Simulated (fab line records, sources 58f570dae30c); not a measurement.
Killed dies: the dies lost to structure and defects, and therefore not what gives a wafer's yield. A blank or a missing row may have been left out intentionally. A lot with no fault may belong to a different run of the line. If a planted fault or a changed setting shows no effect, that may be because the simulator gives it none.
fab line records	flow berkeley-cmos170
[record] lots = 5	wafers = 15	last-day = 11
route steps=331 shown M1@243 V1@254 M2@271
lots that met no fault: taken from a fault-free run of the same line
start-h: the number of hours between the record's first day and the start of the first shown wafer of the lot	wait-h: how many hours have passed since the lot's step before this one	" the same as in the row above	L1.1+2: one row covering several wafers at once	- no value, or no start given	* or withheld: withheld	< > ~ a bound
route shown NAME@n: NAME is a module with steps in the file, n the number in the route of the first one	usual: mean/standard deviation taken from wafers without a fault	same: alike in all rows	chamber/n: place in a boat	sites: the reading at each site	_std_site: standard deviation of those values	_edge_site: mean of outer sites minus mean of inner sites	radius-mm: for every site, how far away it sits from the centre of the wafer	mask NAME#n: copy n	behind: the tool/chamber that last shaped the wafer	hold: cause of the lot's hold/its duration in hours/its outcome	device: the transistor (n, p or np) that didn't switch	end of line: tests run on the same wafers once the route is complete	where a step has no rows: the recipe by itself	killed: at the first sort, the dies lost to defects and structure; wafer yield is something else	map: the dies of a wafer, with x for killed, . for not killed, _ for no die there
set.NAME: the setting the step ran with; set.NAME@STEP: the setting that earlier step ran with	model.NAME: the simulator's own value behind a step, which no gauge read
certain route steps with their lots: each step a table, each wafer a row
services: from which hour (start-h, from the record's first day; less than 0 if before it) a tool's chamber was out of use, for how many hours, and why
[[steps]]
[step UCB170_M1_SOFTBAKE_05]
[recipe] resist = KrF	temp-c = 130	time-s = 60
lot.wafer	tool	chamber	start-h	wait-h
L077.1+5+6	litho-track-04	0	-	-
L078.1+3+4	litho-track-04	0	-	-
L085.3+5+6	litho-track-03	0	-	-
L089.3+4+5	litho-track-02	0	-	-
L094.2+4+5	litho-track-03	0	-	-
[step UCB170_M1_EXPOSE_06]
[recipe] mask-id = METAL1	target-cd-nm = 700	na = 0.5	sigma-outer = 0.6	source-shape = conventional	dose-mj = 21
[usual] focus-offset-nm = 0.0/0.56
[same] na = 0.5	sigma-outer = 0.6
lot.wafer	tool	chamber	start-h	wait-h	mask	focus-offset-nm
L077.1	krf-scanner-02	0	153.11	-	METAL1#0	0.6
L077.5	"	0	"	"	METAL1#0	0.8
L077.6	"	0	"	"	METAL1#0	0.3
L078.1	krf-scanner-01	0	169.24	-	METAL1#0	0.8
L078.3	"	0	"	"	METAL1#0	0.8
L078.4	"	0	"	"	METAL1#0	0.9
L085.3	krf-scanner-01	0	210.36	-	METAL1#0	1.0
L085.5	"	0	"	"	METAL1#0	1.0
L085.6	"	0	"	"	METAL1#0	1.0
L089.3	krf-scanner-02	0	222.04	-	METAL1#0	0.5
L089.4	"	0	"	"	METAL1#0	0.0
L089.5	"	0	"	"	METAL1#0	0.5
L094.2	krf-scanner-02	0	248.36	-	METAL1#0	0.6
L094.4	"	0	"	"	METAL1#0	0.2
L094.5	"	0	"	"	METAL1#0	0.0
[step UCB170_M1_PEB_07]
[recipe] peb-temp-c = 130	peb-time-s = withheld	resist = KrF
lot.wafer	tool	chamber	start-h	wait-h
L077.1+5+6	litho-track-02	0	154.00	0.9
L078.1+3+4	litho-track-04	0	170.14	0.9
L085.3+5+6	litho-track-03	0	211.00	0.6
L089.3+4+5	litho-track-02	0	222.32	0.3
L094.2+4+5	litho-track-04	0	248.48	0.1
[step UCB170_M1_DEVELOP_08]
[recipe] developer = TMAH	develop-time-s = 45	resist = KrF	dev-temp-c = 21
lot.wafer	tool	chamber	start-h	wait-h
L077.1+5+6	litho-track-02	0	-	-
L078.1+3+4	litho-track-04	0	-	-
L085.3+5+6	litho-track-03	0	-	-
L089.3+4+5	litho-track-02	0	-	-
L094.2+4+5	litho-track-04	0	-	-
[step UCB170_M1_CD_MEAS_09]
[recipe] target-cd-nm = 700
[usual] cd-nm = 700.1/1.4
lot.wafer	tool	chamber	start-h	wait-h	cd-nm
L077.1	cd-sem-02	-	154.28	-	699.6
L077.5	"	-	"	"	699.9
L077.6	"	-	"	"	700.8
L078.1	cd-sem-01	-	170.41	-	699.9
L078.3	"	-	"	"	698.9
L078.4	"	-	"	"	700.9
L085.3	cd-sem-01	-	211.27	-	701.3
L085.5	"	-	"	"	701.0
L085.6	"	-	"	"	700.4
L089.3	cd-sem-02	-	222.59	-	701.1
L089.4	"	-	"	"	701.5
L089.5	"	-	"	"	700.8
L094.2	cd-sem-01	-	248.75	-	701.1
L094.4	"	-	"	"	701.8
L094.5	"	-	"	"	701.3
[step UCB170_M1_OVL_MEAS_10]
[usual] M1_OVL = 2/4.9
lot.wafer	tool	chamber	start-h	wait-h	M1_OVL[nm]
L077.1	overlay-02	-	154.40	0.1	-1
L077.5	"	-	"	"	-1
L077.6	"	-	"	"	-3
L078.1	overlay-01	-	170.53	0.1	10
L078.3	"	-	"	"	6
L078.4	"	-	"	"	5
L085.3	overlay-02	-	211.36	0.1	-7
L085.5	"	-	"	"	7
L085.6	"	-	"	"	-3
L089.3	overlay-01	-	222.68	0.1	4
L089.4	"	-	"	"	8
L089.5	"	-	"	"	12
L094.2	overlay-02	-	248.86	0.1	5
L094.4	"	-	"	"	9
L094.5	"	-	"	"	4
[step UCB170_M1_ETCH_11]
[recipe] chemistry = N2/H2	target-depth-a = withheld	overetch-a = withheld	target = BARC	time-s = withheld	source-w = 500	bias-w = 100	pressure-mtorr = 30	n2-flow-sccm = 100	h2-flow-sccm = 200
[usual] drypump-motor-current-A = 5.8/0.57	h2-flow-sccm = 200.0/0.61	oes-product-au = 0.999/0.027	throttle-valve-pct = 13.27/0.16
lot.wafer	tool	chamber	start-h	wait-h	drypump-motor-current-A	h2-flow-sccm	oes-product-au	throttle-valve-pct
L077.1	rie-diel-03	1	154.43	0.0	5.3	200.9	0.976	13.11
L077.5	"	0	"	"	5.7	200.7	0.999	12.95
L077.6	"	3	"	"	5.5	201.2	1.019	13.31
L078.1	rie-diel-01	0	170.57	0.0	5.5	199.9	0.990	13.11
L078.3	"	2	"	"	6.0	200.8	0.967	13.29
L078.4	"	1	"	"	5.1	200.2	1.003	13.34
L085.3	rie-diel-01	0	211.38	0.0	5.4	200.1	1.005	13.11
L085.5	"	2	"	"	6.0	200.1	0.955	13.30
L085.6	"	1	"	"	5.0	201.0	1.021	13.34
L089.3	rie-diel-01	2	222.70	0.0	6.0	199.8	0.952	13.30
L089.4	"	0	"	"	5.5	200.1	0.992	13.09
L089.5	"	0	"	"	5.5	201.3	1.004	13.09
L094.2	rie-diel-04	0	248.89	0.0	6.3	199.9	1.030	13.38
L094.4	"	1	"	"	5.5	200.4	0.968	13.18
L094.5	"	0	"	"	6.3	198.7	1.026	13.35
[step UCB170_M1_METAL_ETCH_12]
[recipe] chemistry = Cl2/BCl3	target = Al	stop-on = PSG	pressure-mtorr = 12	target-depth-a = 7800	over-etch-frac = 0.3	time-s = 130	icp-w = 600	bias-w = 120	Cl2_flow_sccm = 90	bcl3-flow-sccm = 45
[usual] drypump-motor-current-A = 6.2/0.33	mfc-cl2-sccm = 90.01/0.27	oes-product-au = 0.856/0.01	throttle-valve-pct = 24.74/0.2
lot.wafer	tool	chamber	start-h	wait-h	drypump-motor-current-A	mfc-cl2-sccm	oes-product-au	rf-hours-counter-h	throttle-valve-pct
L077.1	rie-metal-02	1	154.47	-	5.8	90.67	0.855	8	24.69
L077.5	"	1	"	"	5.8	90.71	0.859	-	24.72
L077.6	"	0	"	"	6.2	90.13	0.847	-	24.64
L078.1	rie-metal-02	1	170.61	-	5.8	89.87	0.860	8	24.71
L078.3	"	0	"	"	6.3	89.97	0.841	-	24.72
L078.4	"	1	"	"	5.8	89.58	0.860	-	24.70
L085.3	rie-metal-03	1	211.47	-	6.0	89.91	0.860	-	24.43
L085.5	"	0	"	"	6.7	89.78	0.883	-	24.75
L085.6	"	1	"	"	6.0	89.81	0.857	-	24.42
L089.3	rie-metal-02	1	222.79	-	5.8	89.97	0.850	-	24.73
L089.4	"	0	"	"	6.2	90.18	0.858	-	24.73
L089.5	"	0	"	"	6.2	89.61	0.857	-	24.71
L094.2	rie-metal-03	1	248.93	-	6.0	89.71	0.860	4	24.46
L094.4	"	0	"	"	6.7	90.27	0.864	-	24.76
L094.5	"	1	"	"	6.0	89.63	0.852	-	24.45
[step UCB170_M1_STRIP_13]
[recipe] chemistry = O2	power-w = 400	pressure-mtorr = 3500	platen-temp-c = withheld	o2-flow-sccm = 400	overash-fraction = 0.5
[usual] drypump-motor-current-A = 5.7/0.4	oes-product-au = 0.720/0.0044
lot.wafer	tool	chamber	start-h	wait-h	drypump-motor-current-A	oes-product-au	rf-hours-counter-h
L077.1	plasma-asher-01	0	154.61	0.1	5.5	0.720	4
L077.5	"	0	"	"	5.5	0.718	-
L077.6	"	1	"	"	6.3	0.724	-
L078.1	plasma-asher-01	0	170.74	0.1	5.5	0.720	6
L078.3	"	1	"	"	6.3	0.717	-
L078.4	"	0	"	"	5.5	0.726	-
L085.3	plasma-asher-04	0	211.59	0.1	4.8	0.727	-
L085.5	"	1	"	"	5.9	0.724	-
L085.6	"	0	"	"	4.8	0.721	-
L089.3	plasma-asher-02	0	222.91	0.1	5.7	0.715	-
L089.4	"	1	"	"	5.6	0.715	-
L089.5	"	0	"	"	5.7	0.720	-
L094.2	plasma-asher-01	1	249.06	0.1	6.3	0.723	16
L094.4	"	0	"	"	5.5	0.718	-
L094.5	"	0	"	"	5.5	0.716	-
[step UCB170_M1_CD_MEAS_90]
[recipe] target-cd-nm = 700
[usual] cd-nm = 702/3.1
lot.wafer	tool	chamber	start-h	wait-h	cd-nm
L077.1	cd-sem-02	-	154.71	0.1	701
L077.5	"	-	"	"	700
L077.6	"	-	"	"	699
L078.1	cd-sem-01	-	170.87	0.1	704
L078.3	"	-	"	"	697
L078.4	"	-	"	"	703
L085.3	cd-sem-01	-	211.70	0.1	709
L085.5	"	-	"	"	703
L085.6	"	-	"	"	709
L089.3	cd-sem-01	-	223.09	0.1	699
L089.4	"	-	"	"	701
L089.5	"	-	"	"	702
L094.2	cd-sem-02	-	249.18	0.1	709
L094.4	"	-	"	"	703
L094.5	"	-	"	"	707
[step UCB170_M1_ANNEAL_14]
[recipe] temp-c = 400	time-s = 1200	ambient = forming-gas
lot.wafer	tool	chamber	start-h	wait-h
L077.1+5+6	-	-	156.52	1.8
L078.1+3+4	-	-	175.07	4.2
L085.3+5+6	-	-	214.45	2.7
L089.3+4+5	-	-	223.72	0.6
L094.2+4+5	-	-	251.22	2.0
[step UCB170_V1_CVD_00]
[recipe] material = SiO2	target-thk-nm = 2000	temp-c = 390	precursor = TEOS/O2	time-s = 244.9	rf-w = 550	pressure-mtorr = 9000
[usual] heater-power-w = 230/52	pressure-mtorr = 8995/21
lot.wafer	tool	chamber	start-h	wait-h	heater-power-w	pressure-mtorr
L077.1	pecvd-01	1	157.85	0.0	240	8976
L077.5	"	2	"	"	326	8955
L077.6	"	1	"	"	286	8993
L078.1	pecvd-03	0	176.40	0.0	281	8992
L078.3	"	1	"	"	228	8986
L078.4	"	0	"	"	235	9007
L085.3	pecvd-01	0	215.79	0.0	186	8978
L085.5	"	1	"	"	273	8982
L085.6	"	0	"	"	135	8956
L089.3	pecvd-01	1	225.05	0.0	270	8955
L089.4	"	2	"	"	234	9005
L089.5	"	1	"	"	195	8997
L094.2	pecvd-02	0	252.56	0.0	221	9007
L094.4	"	0	"	"	283	9005
L094.5	"	1	"	"	181	9021
[step UCB170_V1_THK_MEAS_01]
[recipe] reads = SiO2_of_V1_CVD_00
[usual] V1_TEOS_THK = 1959/33
lot.wafer	tool	chamber	start-h	wait-h	V1_TEOS_THK[nm]
L077.1	film-metro-01	-	158.00	0.1	1948
L077.5	"	-	"	"	1972
L077.6	"	-	"	"	1977
L078.1	film-metro-01	-	176.55	0.1	1894
L078.3	"	-	"	"	1940
L078.4	"	-	"	"	1938
L085.3	film-metro-01	-	215.96	0.1	1943
L085.5	"	-	"	"	1960
L085.6	"	-	"	"	1997
L089.3	film-metro-02	-	225.23	0.1	1939
L089.4	"	-	"	"	1971
L089.5	"	-	"	"	2010
L094.2	film-metro-01	-	252.72	0.1	1903
L094.4	"	-	"	"	1937
L094.5	"	-	"	"	2003
[step UCB170_V1_CMP_02]
[recipe] material = SiO2	down-force-psi = 6	platen-rpm = 60	pad-velocity-m-s = 0.75398
[usual] head-pressure-psi = 6.000/0.013	motor-current-A = 15.6/1.9	slurry-filter-dp-kPa = 13.50/0.14
lot.wafer	tool	chamber	start-h	wait-h	head-pressure-psi	motor-current-A	slurry-filter-dp-kPa
L077.1	cmp-01	0	158.51	0.5	6.001	14.8	13.40
L077.6	"	1	"	"	6.015	13.9	13.53
L077.5	"	2	"	"	6.020	13.3	13.42
L078.1	cmp-02	1	176.61	0.1	6.028	13.9	13.43
L078.4	"	2	"	"	5.983	18.7	13.51
L078.3	"	0	"	"	6.002	15.9	13.39
L085.3	cmp-01	1	216.05	0.1	6.001	14.6	13.57
L085.6	"	0	"	"	5.995	16.1	13.30
L085.5	"	1	"	"	5.997	14.0	13.56
L089.3	cmp-01	2	225.32	0.1	6.011	13.2	13.56
L089.4	"	3	"	"	5.995	16.5	13.72
L089.5	"	1	"	"	5.988	14.3	13.48
L094.4	cmp-02	3	252.77	0.0	6.010	16.0	13.42
L094.2	"	0	"	"	5.998	16.6	13.46
L094.5	"	3	"	"	5.995	16.2	13.49
[step UCB170_V1_BOW_MEAS_03]
[recipe] mode = bow
[usual] V1_BOW = 19/7.4
lot.wafer	tool	chamber	start-h	wait-h	V1_BOW[um]
L077.1	film-metro-03	-	158.66	0.1	21
L077.5	"	-	"	"	14
L077.6	"	-	"	"	24
L078.1	film-metro-03	-	176.91	0.2	21
L078.3	"	-	"	"	12
L078.4	"	-	"	"	24
L085.3	film-metro-02	-	216.34	0.2	33
L085.5	"	-	"	"	14
L085.6	"	-	"	"	30
L089.3	film-metro-01	-	225.61	0.2	15
L089.4	"	-	"	"	13
L089.5	"	-	"	"	19
L094.2	film-metro-01	-	253.09	0.2	10
L094.4	"	-	"	"	17
L094.5	"	-	"	"	16
[step UCB170_V1_THK_MEAS_04]
[recipe] reads = SiO2_of_V1_CVD_00
[usual] V1_POLISHED_THK = 1000.2/1.2
lot.wafer	tool	chamber	start-h	wait-h	V1_POLISHED_THK[nm]
L077.1	film-metro-03	-	158.78	0.1	999.7
L077.5	"	-	"	"	1002.3
L077.6	"	-	"	"	998.2
L078.1	film-metro-03	-	177.03	0.1	1000.0
L078.3	"	-	"	"	1000.0
L078.4	"	-	"	"	1001.1
L085.3	film-metro-02	-	216.44	0.1	998.9
L085.5	"	-	"	"	999.0
L085.6	"	-	"	"	1000.5
L089.3	film-metro-01	-	225.71	0.1	1000.4
L089.4	"	-	"	"	999.4
L089.5	"	-	"	"	998.7
L094.2	film-metro-01	-	253.20	0.1	999.4
L094.4	"	-	"	"	997.7
L094.5	"	-	"	"	997.1
[step UCB170_V1_CLEAN_05]
[recipe] chemistry = DIW
lot.wafer	tool	chamber	start-h	wait-h
L077.1+5+6	wet-bench-03	1	158.93	0.1
L078.1+3+4	wet-bench-03	0	177.09	0.1
L085.3+5+6	wet-bench-03	0	219.61	3.2
L089.3+4+5	wet-bench-01	0	225.75	0.0
L094.2+4+5	wet-bench-03	2	254.24	1.0
[step UCB170_V1_HMDS_06]
[recipe] prime-time-s = 60	prime-temp-c = 100
[usual] prime-temp-c = 100.03/0.12
lot.wafer	tool	chamber	start-h	wait-h	prime-temp-c
L077.1	litho-track-02	0	159.60	0.5	99.87
L077.5	"	0	"	"	100.07
L077.6	"	0	"	"	100.01
L078.1	litho-track-01	0	177.27	0.0	100.21
L078.3	"	0	"	"	100.37
L078.4	"	0	"	"	100.16
L085.3	litho-track-03	0	219.83	0.1	99.98
L085.5	"	0	"	"	100.00
L085.6	"	0	"	"	100.10
L089.3	litho-track-01	0	226.12	0.2	99.77
L089.4	"	0	"	"	99.72
L089.5	"	0	"	"	99.98
L094.2	litho-track-02	0	254.68	0.3	100.01
L094.4	"	0	"	"	100.04
L094.5	"	0	"	"	100.02
[step UCB170_V1_COAT_07]
[recipe] resist = KrF	spin-rpm = 1500	resist-thk-nm = 900
[usual] spin-speed-rpm = 1500.2/0.99
lot.wafer	tool	chamber	start-h	wait-h	spin-speed-rpm
L077.1	litho-track-02	0	159.75	0.1	1499.1
L077.5	"	0	"	"	1499.6
L077.6	"	0	"	"	1503.0
L078.1	litho-track-01	0	177.42	0.1	1501.0
L078.3	"	0	"	"	1499.5
L078.4	"	0	"	"	1499.6
L085.3	litho-track-03	0	219.98	0.1	1499.5
L085.5	"	0	"	"	1500.9
L085.6	"	0	"	"	1502.9
L089.3	litho-track-01	0	226.27	0.1	1499.4
L089.4	"	0	"	"	1500.1
L089.5	"	0	"	"	1499.5
L094.2	litho-track-02	0	254.83	0.1	1500.2
L094.4	"	0	"	"	1499.2
L094.5	"	0	"	"	1500.6
[step UCB170_V1_SOFTBAKE_08]
[recipe] resist = KrF	temp-c = 130	time-s = 60
lot.wafer	tool	chamber	start-h	wait-h
L077.1+5+6	litho-track-02	0	159.90	0.1
L078.1+3+4	litho-track-01	0	177.57	0.1
L085.3+5+6	litho-track-03	0	220.13	0.1
L089.3+4+5	litho-track-01	0	226.42	0.1
L094.2+4+5	litho-track-02	0	254.98	0.1
[step UCB170_V1_EXPOSE_09]
[recipe] mask-id = VIA1	target-cd-nm = 700	na = 0.5	sigma-outer = 0.6	source-shape = conventional	dose-mj = 37
[usual] focus-offset-nm = -0.1/0.57
[same] na = 0.5	sigma-outer = 0.6
lot.wafer	tool	chamber	start-h	wait-h	mask	focus-offset-nm
L077.1	krf-scanner-01	0	160.05	0.1	VIA1#0	0.3
L077.5	"	0	"	"	VIA1#0	-0.3
L077.6	"	0	"	"	VIA1#0	-0.4
L078.1	krf-scanner-02	0	177.72	0.1	VIA1#0	-0.1
L078.3	"	0	"	"	VIA1#0	0.5
L078.4	"	0	"	"	VIA1#0	0.5
L085.3	krf-scanner-01	0	220.27	0.1	VIA1#0	0.6
L085.5	"	0	"	"	VIA1#0	0.3
L085.6	"	0	"	"	VIA1#0	0.9
L089.3	krf-scanner-02	0	226.68	0.2	VIA1#0	-1.5
L089.4	"	0	"	"	VIA1#0	-1.2
L089.5	"	0	"	"	VIA1#0	-0.9
L094.2	krf-scanner-02	0	255.25	0.2	VIA1#0	-0.7
L094.4	"	0	"	"	VIA1#0	-0.6
L094.5	"	0	"	"	VIA1#0	-0.2
[step UCB170_V1_PEB_10]
[recipe] peb-temp-c = 130	peb-time-s = withheld	resist = KrF
lot.wafer	tool	chamber	start-h	wait-h
L077.1+5+6	litho-track-01	0	160.29	0.2
L078.1+3+4	litho-track-02	0	177.95	0.2
L085.3+5+6	litho-track-01	0	220.69	0.4
L089.3+4+5	litho-track-01	0	227.02	0.3
L094.2+4+5	litho-track-03	0	255.38	0.1
[step UCB170_V1_DEVELOP_11]
[recipe] developer = TMAH	develop-time-s = 45	resist = KrF	dev-temp-c = 21
lot.wafer	tool	chamber	start-h	wait-h
L077.1+5+6	litho-track-01	0	-	-
L078.1+3+4	litho-track-02	0	-	-
L085.3+5+6	litho-track-01	0	-	-
L089.3+4+5	litho-track-01	0	-	-
L094.2+4+5	litho-track-03	0	-	-
[step UCB170_V1_CD_MEAS_12]
[recipe] target-cd-nm = 700
[usual] cd-nm = 699.8/1.8
lot.wafer	tool	chamber	start-h	wait-h	cd-nm
L077.1	cd-sem-02	-	160.62	-	700.0
L077.5	"	-	"	"	701.3
L077.6	"	-	"	"	701.8
L078.1	cd-sem-01	-	178.23	-	694.9
L078.3	"	-	"	"	695.8
L078.4	"	-	"	"	697.1
L085.3	cd-sem-01	-	220.95	-	699.0
L085.5	"	-	"	"	699.4
L085.6	"	-	"	"	699.5
L089.3	cd-sem-02	-	227.28	-	698.7
L089.4	"	-	"	"	699.5
L089.5	"	-	"	"	699.0
L094.2	cd-sem-01	-	255.65	-	699.2
L094.4	"	-	"	"	699.3
L094.5	"	-	"	"	699.4
[step UCB170_V1_OVL_MEAS_13]
[usual] V1_OVL = 0/5
lot.wafer	tool	chamber	start-h	wait-h	V1_OVL[nm]
L077.1	overlay-01	-	160.74	0.1	9
L077.5	"	-	"	"	-1
L077.6	"	-	"	"	7
L078.1	overlay-02	-	178.35	0.1	0
L078.3	"	-	"	"	-3
L078.4	"	-	"	"	-1
L085.3	overlay-02	-	221.05	0.1	0
L085.5	"	-	"	"	-4
L085.6	"	-	"	"	3
L089.3	overlay-02	-	227.37	0.1	8
L089.4	"	-	"	"	3
L089.5	"	-	"	"	0
L094.2	overlay-01	-	255.75	0.1	-3
L094.4	"	-	"	"	-2
L094.5	"	-	"	"	-13
[step UCB170_V1_ETCH_14]
[recipe] chemistry = CHF3/CF4/Ar	target = SiO2	stop-on = Al	CHF3_flow_sccm = 45	cf4-flow-sccm = 15	Ar_flow_sccm = 150	pressure-mtorr = 200	rf-w = 700	target-depth-a = 12500	over-etch-frac = 0.25	time-s = 291
[usual] drypump-motor-current-A = 5.9/0.59	oes-product-au = 0.878/0.0088	throttle-valve-pct = 6.97/0.092
lot.wafer	tool	chamber	start-h	wait-h	drypump-motor-current-A	oes-product-au	rf-hours-counter-h	throttle-valve-pct
L077.1	rie-diel-01	2	160.77	0.0	6.0	0.863	4	7.00
L077.5	"	3	"	"	5.1	0.888	-	7.03
L077.6	"	2	"	"	6.0	0.857	-	7.01
L078.1	rie-diel-04	0	178.38	0.0	6.2	0.889	17	6.97
L078.3	"	3	"	"	6.7	0.880	20	6.94
L078.4	"	1	"	"	5.5	0.871	47	6.97
L085.3	rie-diel-04	0	221.07	0.0	6.2	0.893	19	6.96
L085.5	"	3	"	"	6.7	0.870	-	6.93
L085.6	"	0	"	"	6.2	0.888	-	6.97
L089.3	rie-diel-01	1	227.40	0.0	5.0	0.873	92	7.03
L089.4	"	0	"	"	5.5	0.880	114	6.88
L089.5	"	1	"	"	5.0	0.874	-	7.04
L094.2	rie-diel-02	1	255.78	0.0	5.8	0.876	40	6.75
L094.4	"	2	"	"	6.5	0.875	25	6.95
L094.5	"	2	"	"	6.5	0.890	-	6.95
[step UCB170_V1_STRIP_15]
[recipe] chemistry = O2	power-w = 400	pressure-mtorr = 3500	platen-temp-c = withheld	o2-flow-sccm = 400	overash-fraction = 0.5
[usual] drypump-motor-current-A = 5.4/0.42	oes-product-au = 0.722/0.0048	strip-time-to-endpoint-s = 15.32/0.16
lot.wafer	tool	chamber	start-h	wait-h	drypump-motor-current-A	oes-product-au	rf-hours-counter-h	strip-time-to-endpoint-s
L077.1	plasma-asher-04	0	160.95	0.1	4.8	0.723	48	15.42
L077.5	"	1	"	"	5.9	0.725	-	15.45
L077.6	"	0	"	"	4.8	0.731	-	15.35
L078.1	plasma-asher-04	1	178.56	0.1	5.9	0.714	50	15.48
L078.3	"	0	"	"	4.8	0.721	-	15.27
L078.4	"	1	"	"	5.9	0.729	-	15.52
L085.3	plasma-asher-03	1	221.28	0.1	5.7	0.722	-	15.27
L085.5	"	0	"	"	4.9	0.722	-	15.22
L085.6	"	1	"	"	5.6	0.727	-	15.34
L089.3	plasma-asher-03	1	227.61	0.1	5.7	0.728	-	15.39
L089.4	"	0	"	"	4.9	0.731	-	15.51
L089.5	"	0	"	"	4.9	0.725	-	15.41
L094.2	plasma-asher-04	1	255.96	0.1	5.9	0.712	59	15.03
L094.4	"	1	"	"	5.9	0.722	-	15.06
L094.5	"	0	"	"	4.8	0.716	-	15.08
[step UCB170_V1_CD_MEAS_90]
[recipe] target-cd-nm = 700
[usual] cd-nm = 699.8/1.9
lot.wafer	tool	chamber	start-h	wait-h	cd-nm
L077.1	cd-sem-01	-	161.05	0.1	700.0
L077.5	"	-	"	"	703.4
L077.6	"	-	"	"	701.1
L078.1	cd-sem-02	-	178.66	0.1	694.2
L078.3	"	-	"	"	697.0
L078.4	"	-	"	"	696.7
L085.3	cd-sem-01	-	221.39	0.1	698.7
L085.5	"	-	"	"	699.8
L085.6	"	-	"	"	699.4
L089.3	cd-sem-01	-	227.72	0.1	699.3
L089.4	"	-	"	"	699.3
L089.5	"	-	"	"	698.6
L094.2	cd-sem-01	-	256.08	0.1	699.7
L094.4	"	-	"	"	698.3
L094.5	"	-	"	"	698.6
[step UCB170_M2_PRE_CLEAN_00]
[recipe] gas = Ar	preclean-etch-time-s = 60
[same] preclean-etch-time-s = 60
lot.wafer	tool	chamber	start-h	wait-h
L077.1+5+6	pvd-sputter-02	-	161.17	0.1
L078.1+3+4	pvd-sputter-04	-	178.78	0.1
L085.3+5+6	pvd-sputter-04	-	221.47	0.1
L089.3+4+5	pvd-sputter-04	-	227.80	0.1
L094.2+4+5	pvd-sputter-04	-	256.18	0.1
[step UCB170_M2_SPUTTER_01]
[recipe] material = Al	target-thk-nm = 900	time-s = 120	power-w = 6000	chamber-pressure-pa = 0.5
[usual] throttle-valve-pct = 29.8/0.99
lot.wafer	tool	chamber	start-h	wait-h	throttle-valve-pct
L077.1	pvd-sputter-02	-	161.24	0.0	30.3
L077.5	"	-	"	"	30.0
L077.6	"	-	"	"	30.7
L078.1	pvd-sputter-04	-	178.85	0.0	31.9
L078.3	"	-	"	"	29.4
L078.4	"	-	"	"	29.0
L085.3	pvd-sputter-04	-	221.53	0.0	29.2
L085.5	"	-	"	"	28.9
L085.6	"	-	"	"	29.7
L089.3	pvd-sputter-04	-	227.86	0.0	29.0
L089.4	"	-	"	"	29.2
L089.5	"	-	"	"	28.7
L094.2	pvd-sputter-04	-	256.25	0.0	28.8
L094.4	"	-	"	"	29.4
L094.5	"	-	"	"	28.9
[[services]]
tool	chamber	start-h	hours	kind
pvd-sputter-02	-	128.96	2.4	repair
rie-diel-04	0	130.58	8.8	repair
rie-diel-03	0	131.43	3.7	repair
pecvd-03	-	133.21	2.8	pm
pecvd-01	-	135.50	14.0	pm
rie-diel-01	0	140.39	6.4	repair
krf-scanner-02	-	156.34	1.3	pm
rie-diel-02	0	164.85	27.0	repair
cmp-01	-	171.09	7.7	repair
pvd-sputter-04	-	172.22	4.9	repair
pecvd-01	-	180.89	0.5	repair
rie-diel-02	3	203.34	6.8	repair
furnace-03	-	204.56	4.5	pm
pecvd-02	0	205.54	4.9	repair
krf-scanner-02	-	208.04	4.0	pm
rie-diel-01	3	212.34	7.7	repair
rie-diel-01	-	215.04	2.8	pm
furnace-03	-	226.40	3.6	pm
rie-diel-01	2	229.06	3.8	repair
cmp-01	-	232.19	4.0	pm
rie-diel-01	2	234.29	26.2	repair
krf-scanner-01	-	239.72	0.1	repair
wet-bench-03	-	242.22	1.9	pm
furnace-04	-	242.23	3.3	pm
[[key]]
fault none
